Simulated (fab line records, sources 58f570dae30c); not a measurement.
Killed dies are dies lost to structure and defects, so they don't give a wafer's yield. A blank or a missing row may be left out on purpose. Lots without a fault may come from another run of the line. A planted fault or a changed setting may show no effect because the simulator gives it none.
fab line records | flow berkeley_cmos170
record lots=15 wafers=45 last_day=13
route steps=331 shown NWELL@19 PWELL@40 ACTIVE@76 PVT@122
lots that met no fault: from a run of the same line without faults
start_h: hours from the record's first day to the start of the lot's first wafer shown | wait_h: hours since the lot's step before | " the same as in the row above | L1.1+2: a row that stands for several wafers | - no value, or no start given | * or withheld: withheld | < > ~ a bound
route shown NAME@n: a module of which the file shows steps, and the number in the route of the first | usual: mean/standard deviation of fault-free wafers | same: alike in all rows | chamber/n: place in a boat | sites: the reading at each site | _std_site: their standard deviation | _edge_site: outer sites' mean less inner sites' | radius_mm: how far each site lies from the wafer's centre | mask NAME#n: copy n | behind: the tool/chamber that last shaped the wafer | hold: why the lot was held/for how many hours/how that ended | device: the transistor (n, p or np) that didn't switch | end of line: the same wafers' tests at the end of the route | a step without rows: its recipe alone | killed: dies lost to structure and defects at the first sort, not the wafer's yield | map: a wafer's dies, x killed, . not, _ none there
set.NAME: the setting as run; set.NAME@STEP: as run at that earlier step | model.NAME: the simulator's own value behind a step, which no gauge read
steps of the route over a sample of lots; a table a step, a row a wafer
services: from which hour (start_h, from the record's first day; less than 0 if before it) a tool's chamber was out of use, for how many hours, and why
## steps
# step UCB170_NWELL_THK_MEAS_05
# recipe reads=Si3N4_of_NWELL_CVD_04
# usual NWELL_NITRIDE_THK=222.6/1.9
# columns lot.wafer tool chamber start_h wait_h NWELL_NITRIDE_THK[nm]
L882.1 film_metro-03 - 51.78 0.0 221.6
L882.3 " - " " 222.5
L882.4 " - " " 222.0
L883.1 film_metro-04 - 51.78 0.0 222.3
L883.3 " - " " 221.1
L883.4 " - " " 221.4
L884.3 film_metro-04 - 61.14 0.0 221.1
L884.4 " - " " 224.0
L884.5 " - " " 221.5
L885.3 film_metro-03 - 61.14 0.0 223.3
L885.5 " - " " 227.4
L885.6 " - " " 224.6
L886.1 film_metro-03 - 69.62 0.0 221.8
L886.2 " - " " 220.1
L886.5 " - " " 222.1
L887.3 film_metro-01 - 69.64 0.0 220.9
L887.4 " - " " 222.2
L887.6 " - " " 222.6
L888.2 film_metro-03 - 77.58 0.0 222.3
L888.3 " - " " 222.4
L888.6 " - " " 221.2
L890.1 film_metro-04 - 83.75 0.0 218.5
L890.5 " - " " 219.2
L890.6 " - " " 219.2
L889.2 film_metro-01 - 83.76 0.0 223.1
L889.5 " - " " 221.2
L889.6 " - " " 223.0
L891.4 film_metro-04 - 92.15 0.1 223.6
L891.5 " - " " 222.9
L891.6 " - " " 221.1
L894.2 film_metro-03 - 107.69 0.0 223.4
L894.4 " - " " 221.4
L894.5 " - " " 223.7
L897.2 film_metro-01 - 122.71 0.0 221.3
L897.3 " - " " 222.2
L897.6 " - " " 221.6
L898.1 film_metro-01 - 131.30 0.0 224.1
L898.2 " - " " 223.9
L898.5 " - " " 225.1
L899.1 film_metro-03 - 131.30 0.0 223.6
L899.3 " - " " 222.5
L899.4 " - " " 222.3
L900.1 film_metro-03 - 138.84 0.0 219.5
L900.3 " - " " 220.2
L900.4 " - " " 222.2
# step UCB170_PWELL_THK_MEAS_06
# recipe reads=Si3N4_of_PWELL_CVD_05
# usual PWELL_NITRIDE_THK=219.8/2
# columns lot.wafer tool chamber start_h wait_h PWELL_NITRIDE_THK[nm]
L882.1 film_metro-01 - 73.47 0.0 217.1
L882.3 " - " " 215.5
L882.4 " - " " 216.6
L883.1 film_metro-04 - 73.47 0.0 220.3
L883.3 " - " " 220.1
L883.4 " - " " 219.5
L884.3 film_metro-01 - 81.42 0.0 219.9
L884.4 " - " " 220.7
L884.5 " - " " 220.0
L885.3 film_metro-04 - 81.42 0.0 221.1
L885.5 " - " " 223.4
L885.6 " - " " 221.1
L886.1 film_metro-04 - 89.60 0.0 216.8
L886.2 " - " " 217.3
L886.5 " - " " 216.0
L887.3 film_metro-01 - 89.62 0.0 219.9
L887.4 " - " " 219.6
L887.6 " - " " 219.9
L888.2 film_metro-01 - 96.48 0.0 219.2
L888.3 " - " " 221.4
L888.6 " - " " 220.1
L890.1 film_metro-01 - 105.17 0.0 219.0
L890.5 " - " " 218.3
L890.6 " - " " 218.6
L889.2 film_metro-04 - 105.18 0.0 221.0
L889.5 " - " " 222.3
L889.6 " - " " 220.1
L891.4 film_metro-01 - 112.28 0.0 222.6
L891.5 " - " " 220.3
L891.6 " - " " 221.9
L894.2 film_metro-02 - 125.86 0.0 216.0
L894.4 " - " " 217.1
L894.5 " - " " 217.7
L897.2 film_metro-04 - 143.11 0.0 221.5
L897.3 " - " " 221.7
L897.6 " - " " 221.3
L898.1 film_metro-02 - 152.17 0.0 219.4
L898.2 " - " " 217.6
L898.5 " - " " 217.5
L899.1 film_metro-01 - 152.17 0.0 221.5
L899.3 " - " " 221.1
L899.4 " - " " 221.9
L900.1 film_metro-04 - 160.61 0.0 218.9
L900.3 " - " " 216.9
L900.4 " - " " 220.0
# step UCB170_ACTIVE_STRIP_16
# recipe chemistry=O2 power_w=400 pressure_mtorr=3500 platen_temp_c=withheld o2_flow_sccm=400 overash_fraction=0.5
# usual drypump_motor_current_A=5.4/0.44 oes_product_au=0.721/0.0045 strip_time_to_endpoint_s=18.08/0.089
# columns lot.wafer tool chamber start_h wait_h drypump_motor_current_A oes_product_au rf_hours_counter_h strip_time_to_endpoint_s
L883.1 plasma_asher-01 1 108.21 0.1 5.3 0.717 38 18.01
L883.3 " 0 " " 5.7 0.723 - 17.97
L883.4 " 1 " " 5.2 0.718 - 17.85
L882.1 plasma_asher-04 0 109.10 0.1 4.9 0.719 36 18.12
L882.3 " 0 " " 4.9 0.712 - 18.07
L882.4 " 1 " " 5.3 0.722 - 18.07
L884.3 plasma_asher-03 0 121.19 0.1 6.0 0.721 - 18.01
L884.4 " 1 " " 4.7 0.726 - 17.97
L884.5 " 1 " " 4.7 0.712 - 18.05
L885.3 plasma_asher-04 0 121.43 0.1 4.9 0.715 - 18.21
L885.5 " 1 " " 5.4 0.728 - 18.21
L885.6 " 0 " " 4.9 0.715 - 18.12
L886.1 plasma_asher-01 0 128.09 0.1 5.7 0.720 1 18.17
L886.2 " 1 " " 5.3 0.720 1 17.97
L886.5 " 0 " " 5.7 0.725 - 18.05
L887.3 plasma_asher-03 1 128.40 0.1 4.6 0.727 - 18.04
L887.4 " 0 " " 6.0 0.720 - 17.98
L887.6 " 1 " " 4.6 0.721 - 18.01
L888.2 plasma_asher-01 1 136.28 0.1 5.3 0.727 3 18.01
L888.3 " 1 " " 5.3 0.719 - 18.09
L888.6 " 1 " " 5.3 0.717 - 18.12
L889.2 plasma_asher-03 1 141.63 0.1 4.7 0.726 41 18.07
L889.5 " 1 " " 4.7 0.723 - 17.98
L889.6 " 0 " " 6.0 0.717 - 18.08
L890.1 plasma_asher-01 1 141.87 0.1 5.2 0.722 3 18.14
L890.5 " 1 " " 5.2 0.719 - 18.10
L890.6 " 0 " " 5.7 0.715 - 18.08
L891.4 plasma_asher-01 0 150.78 0.1 5.7 0.720 - 18.01
L891.5 " 0 " " 5.7 0.723 - 18.06
L891.6 " 1 " " 5.2 0.727 - 18.13
L894.2 plasma_asher-01 0 163.17 0.1 5.7 0.723 5 18.16
L894.4 " 1 " " 5.2 0.720 - 18.12
L894.5 " 0 " " 5.7 0.723 - 18.20
L897.2 plasma_asher-01 0 186.22 0.1 5.7 0.723 8 18.24
L897.3 " 1 " " 5.3 0.721 - 18.14
L897.6 " 1 " " 5.3 0.722 - 18.09
L898.1 plasma_asher-04 0 193.21 0.1 4.9 0.727 44 17.95
L898.2 " 1 " " 5.4 0.724 44 17.87
L898.5 " 1 " " 5.3 0.715 - 18.01
L899.1 plasma_asher-01 0 193.45 0.1 5.7 0.718 9 18.12
L899.3 " 0 " " 5.7 0.710 - 18.17
L899.4 " 1 " " 5.2 0.721 - 18.11
L900.1 plasma_asher-03 0 202.88 0.1 6.0 0.723 48 18.21
L900.3 " 0 " " 6.0 0.720 - 18.11
L900.4 " 1 " " 4.7 0.718 - 18.12
# step UCB170_PVT_IMPLANT_07
# recipe species=P dose_cm2=2e+12 energy_kev=30.16 tilt_deg=7
# usual beam_energy_keV=30.163/0.0098 dose_ions_cm2=2.0001e+12/2.3e+09 faraday_current_uA=6.36/0.12
# columns lot.wafer tool chamber start_h wait_h beam_energy_keV dose_ions_cm2 faraday_current_uA
L882.1 implanter-03 0 154.60 0.0 30.165 2.0009e+12 6.33
L882.3 " 0 " " 30.163 2e+12 6.50
L882.4 " 0 " " 30.156 2.0004e+12 6.45
L883.1 implanter-04 0 154.88 0.0 30.157 2.0039e+12 6.17
L883.3 " 0 " " 30.162 1.9991e+12 6.39
L883.4 " 0 " " 30.155 1.9989e+12 6.06
L884.3 implanter-03 0 164.08 0.1 30.170 2.0041e+12 6.29
L884.4 " 0 " " 30.175 2.0044e+12 6.28
L884.5 " 0 " " 30.162 2.003e+12 6.38
L885.3 implanter-03 0 165.73 0.1 30.165 2.0007e+12 6.37
L885.5 " 0 " " 30.162 2.001e+12 6.52
L885.6 " 0 " " 30.148 2.0022e+12 6.33
L887.3 implanter-04 0 174.06 0.1 30.153 1.9984e+12 6.32
L887.4 " 0 " " 30.173 1.9974e+12 6.45
L887.6 " 0 " " 30.161 1.9995e+12 6.28
L886.1 implanter-03 0 174.09 0.0 30.178 2.0018e+12 6.21
L886.2 " 0 " " 30.152 2.0007e+12 6.32
L886.5 " 0 " " 30.170 2.0023e+12 6.32
L888.2 implanter-04 0 183.58 0.0 30.182 2.0001e+12 6.26
L888.3 " 0 " " 30.190 1.9988e+12 6.35
L888.6 " 0 " " 30.178 2.0011e+12 6.45
L890.1 implanter-02 0 188.11 0.0 30.164 1.9983e+12 6.34
L890.5 " 0 " " 30.151 2.0019e+12 6.31
L890.6 " 0 " " 30.141 2.0011e+12 6.41
L889.2 implanter-03 0 188.86 0.0 30.161 2.1171e+12 6.69
L889.5 " 0 " " 30.161 2.1147e+12 6.83
L889.6 " 0 " " 30.180 2.1199e+12 6.75
L891.4 implanter-03 0 198.37 0.1 30.171 2.122e+12 6.64
L891.5 " 0 " " 30.158 2.1209e+12 6.92
L891.6 " 0 " " 30.167 2.1209e+12 6.81
L894.2 implanter-03 0 214.95 0.0 30.166 2.1181e+12 6.59
L894.4 " 0 " " 30.163 2.1214e+12 6.67
L894.5 " 0 " " 30.158 2.1183e+12 6.73
L899.1 implanter-02 0 232.90 0.0 30.177 2.004e+12 6.21
L899.3 " 0 " " 30.170 2.0017e+12 6.37
L899.4 " 0 " " 30.170 2.0014e+12 6.26
L898.1 implanter-04 0 233.14 0.0 30.152 2.0006e+12 6.41
L898.2 " 0 " " 30.154 1.9998e+12 6.47
L898.5 " 0 " " 30.156 2.0002e+12 6.16
L897.2 implanter-02 0 233.40 0.0 30.164 1.9982e+12 6.39
L897.3 " 0 " " 30.161 1.9992e+12 6.57
L897.6 " 0 " " 30.165 1.997e+12 6.22
L900.1 implanter-02 0 244.58 0.0 30.157 1.9973e+12 6.38
L900.3 " 0 " " 30.168 1.9968e+12 6.38
L900.4 " 0 " " 30.152 1.9987e+12 6.29
## services
# columns tool chamber start_h hours kind
implanter-04 - 93.17 3.6 pm
implanter-03 - 99.48 1.7 repair
plasma_asher-01 - 108.75 9.0 pm
plasma_asher-01 0 108.75 9.0 vent_cycle
plasma_asher-01 1 108.75 9.0 vent_cycle
plasma_asher-04 - 117.67 1.4 repair
plasma_asher-01 0 117.75 - clean
plasma_asher-01 1 117.75 - clean
plasma_asher-04 - 121.88 6.6 repair
plasma_asher-03 - 123.51 3.5 repair
plasma_asher-04 - 132.59 3.6 repair
implanter-04 - 133.53 2.0 repair
implanter-02 - 135.05 1.7 repair
plasma_asher-04 - 173.59 2.8 repair
implanter-02 - 192.99 2.3 repair
implanter-02 - 215.42 0.5 repair
implanter-02 - 226.81 4.3 repair
implanter-04 - 243.34 3.8 repair
## key
first_sign step=UCB170_PVT_IMPLANT_07 reading=dose_ions_cm2 direction=up sigmas=52 usual=2.0001e+12 struck=2.1192e+12
effect step=UCB170_PVT_IMPLANT_07 reading=faraday_current_uA direction=up sigmas=3.2 usual=6.36 struck=6.74
met_at UCB170_PVT_IMPLANT_07
struck_lots L889,L891,L894
tester_left_out L889,L891,L894
not_acting_at UCB170_NWELL_THK_MEAS_05,UCB170_PWELL_THK_MEAS_06,UCB170_ACTIVE_STRIP_16
onset_between 174.09 188.86
fault kind=process_parameter_drift tool=implanter-03 chamber=- onset_h=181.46 steps=UCB170_PVT_IMPLANT_07 channel=dose_cm2 offset=1.2e+11 shape=step end_h=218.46 acts_in=these_recipes_only stated=2e+12
# tester_left_out: of these lots the tester's yield and bins aren't shown, on N5 and GAA mostly nor the transistor test; their killed dies are dies lost to structure and defects alone, not to doping, threshold or leakage, so they don't give the yield
